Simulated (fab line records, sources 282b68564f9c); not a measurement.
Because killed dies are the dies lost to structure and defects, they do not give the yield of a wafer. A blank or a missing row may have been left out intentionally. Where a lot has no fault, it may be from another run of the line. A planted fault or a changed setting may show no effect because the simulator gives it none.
A lot that was struck, set against a sound lot :: flow rit cmos :: 43 steps out of a route of 202
Sound: wafers L468.1, L468.2, L468.4. Struck: wafer L477.4 (L477.3, L477.6, from the same lot, were not struck and are left out); the cause is given at the end.
At each step with rows: each side's tool, then ch and its chambers, then its first start. Under that, the readings that differ: sound wafers :: struck wafers :: difference of the means :: sigmas: that difference in standard deviations of wafers without a fault.
alike: words and numbers the same on both sides, and readings whose means are apart by under 2 such deviations; not compared: readings that were withheld, readings missing a value for some wafer, numbers with overlapping values and no deviation given by the record, and bounds like >300 which may hide the same value.
Wherever a step has rows on one side only, a row that says differs or no value, or a row with sigmas, the two part there. Numbers that have no deviation but don't overlap get no sigmas and don't part them. Lack of a reading on every wafer of one side parts them only where that side has two or more wafers.

first, 1 step without rows for these wafers: RIT_SDANNEAL_RTA_03 (time 5 s).
RIT_SDANNEAL_RS_MEAS_04: a four-point-probe measurement.
  sound: film metro-02 at day 4 10:59; struck: film metro-04 at day 6 08:50
  alike: PSD_RS
RIT_SDANNEAL_RS_MEAS_05: a four-point-probe measurement.
  sound: film metro-02 at day 4 11:06; struck: film metro-04 at day 6 08:58
  alike: NSD_RS
RIT_SDANNEAL_RS_MEAS_06: a four-point-probe measurement.
  sound: film metro-02 at day 4 11:13; struck: film metro-04 at day 6 09:05
reading: PLDD_RS (ohm/sq)
sound: 178.9 179.4 179.1
struck: 178.1
difference: -1.0
sigmas: -2
RIT_SDANNEAL_RS_MEAS_07: a four-point-probe measurement.
  sound: film metro-02 at day 4 11:20; struck: film metro-04 at day 6 09:12
  alike: NLDD_RS
then, 1 step without rows for these wafers: RIT_SILICIDE_WET_ETCH_00 (etches SiO2 in BOE, target depth 14 nm, time 15 s).
RIT_SILICIDE_SPUTTER_01: material Ti, target thk 30 nm, time 240 s.
  sound: pvd sputter-03 at day 4 11:28; struck: pvd sputter-03 at day 6 09:18
  alike: throttle valve pct
RIT_SILICIDE_RS_MEAS_02: a four-point-probe measurement.
  sound: film metro-01 at day 4 11:37; struck: film metro-02 at day 6 09:29
  alike: SILICIDE_TI_RS
RIT_SILICIDE_THK_MEAS_03: measures by xrf.
  sound: film metro-01 at day 4 11:44; struck: film metro-02 at day 6 09:35
  alike: SILICIDE_TI_THK
RIT_SILICIDE_RTA_04: time 10 s, ramp up 5 s, ramp down 5 s.
  sound on rtp anneal-02 ch 0, day 4 11:48; struck on rtp anneal-01 ch 0, day 6 09:39
  alike: wafer_temp_C_max
then, 1 step without rows for these wafers: RIT_SILICIDE_WET_ETCH_05 (etches Ti in SPM, time 120 s).
RIT_SILICIDE_RTA_06: time 10 s, ramp up 5 s, ramp down 10 s.
  sound on rtp anneal-01 ch 0, day 4 11:59; struck on rtp anneal-02 ch 0, day 6 09:46
  alike: wafer_temp_C_max
RIT_CONTACT_CVD_00: deposits SiO2 from TEOS, target thk 400 nm, time 61 s.
  sound on pecvd-04 ch 0,1, day 4 12:02; struck on pecvd-04 ch 0, day 6 09:49
  alike: heater power w
RIT_CONTACT_THK_MEAS_01:
  sound: film metro-03 at day 4 12:05; struck: film metro-01 at day 6 09:53
reading: CONTACT_TEOS_THK (nm)
sound: 390 391 394
struck: 406
difference: +14
sigmas: +3
then, 6 steps without rows for these wafers: RIT_CONTACT_HMDS_02 (prime time 60 s); RIT_CONTACT_COAT_03 (resist thk 1000 nm); RIT_CONTACT_SOFTBAKE_04 (time 60 s); RIT_CONTACT_EXPOSE_05 (exposes mask M11, target cd 1000 nm); RIT_CONTACT_PEB_06; RIT_CONTACT_DEVELOP_07 (develop time 120 s).
RIT_CONTACT_CD_MEAS_08: the cd target is 1000 nm.
  sound: cd sem-01 at day 4 13:10; struck: cd sem-01 at day 6 10:55
  alike: cd nm
RIT_CONTACT_OVL_MEAS_09:
  sound: overlay-01 at day 4 13:17; struck: overlay-01 at day 6 11:01
  alike: CONTACT_OVL
then, 2 steps without rows for these wafers: RIT_CONTACT_HARDBAKE_10 (time 60 s); RIT_CONTACT_ETCH_11 (etches SiO2 in CHF3/CF4/Ar, stops on TiSi2, target depth 480 nm, time 320 s).
RIT_CONTACT_STRIP_12: strips in O2, time 180 s.
  sound on plasma asher-01 ch 0,1, day 4 13:40; struck on plasma asher-02 ch 0, day 6 11:26
  alike: drypump motor current A
  not compared: rf hours counter h
RIT_CONTACT_CD_MEAS_90: the cd target is 1000 nm.
  sound: cd sem-02 at day 4 13:51; struck: cd sem-01 at day 6 11:36
  alike: cd nm
then, 2 steps without rows for these wafers: RIT_CONTACT_CLEAN_13 (cleans in SC1, time 600 s); RIT_CONTACT_CLEAN_14 (cleans in SC2, time 600 s).
RIT_M1_SPUTTER_00: material Al, target thk 400 nm, time 500 s.
  sound: pvd sputter-01 at day 4 14:19; struck: pvd sputter-02 at day 6 12:03
  alike: throttle valve pct
RIT_M1_RS_MEAS_01: a four-point-probe measurement.
  sound: film metro-04 at day 4 14:37; struck: film metro-03 at day 6 12:23
  alike: M1_AL_RS
RIT_M1_THK_MEAS_02: measures by xrf.
  sound: film metro-04 at day 4 14:44; struck: film metro-03 at day 6 12:29
  alike: M1_AL_THK
then, 6 steps without rows for these wafers: RIT_M1_HMDS_03 (prime time 60 s); RIT_M1_COAT_04 (resist thk 1300 nm); RIT_M1_SOFTBAKE_05 (time 60 s); RIT_M1_EXPOSE_06 (exposes mask M12, target cd 2600 nm); RIT_M1_PEB_07; RIT_M1_DEVELOP_08 (develop time 68 s).
RIT_M1_CD_MEAS_09: the cd target is 2600 nm.
  sound: cd sem-02 at day 4 15:40; struck: cd sem-02 at day 6 13:34
  alike: cd nm
RIT_M1_OVL_MEAS_10:
  sound: overlay-01 at day 4 15:47; struck: overlay-01 at day 6 13:40
  alike: M1_OVL
then, 3 steps without rows for these wafers: RIT_M1_HARDBAKE_11 (time 120 s); RIT_M1_METAL_ETCH_12 (etches Al in Cl2/BCl3, stops on SiO2, time 165 s, target depth 600 nm); RIT_M1_STRIP_13 (strips in nmp, time 600 s).
RIT_M1_PROBE_99:
  sound: prober-01 at day 4 18:38; struck: prober-02 at day 6 18:50
reading: killed at contacts
sound: 0 0 0
struck: 14
difference: +14
sigmas: +58

reading: killed dies
sound: 13 6 6
struck: 22
difference: +14
sigmas: +5

reading: killed on rim
sound: 4 0 0
struck: 9
difference: +8
sigmas: +5
  alike: killed at front end, killed open, killed short

WHERE THEY PART
At RIT_SDANNEAL_RS_MEAS_06 first; at RIT_M1_PROBE_99 last (within this record only).

WHY: what the simulator had put in
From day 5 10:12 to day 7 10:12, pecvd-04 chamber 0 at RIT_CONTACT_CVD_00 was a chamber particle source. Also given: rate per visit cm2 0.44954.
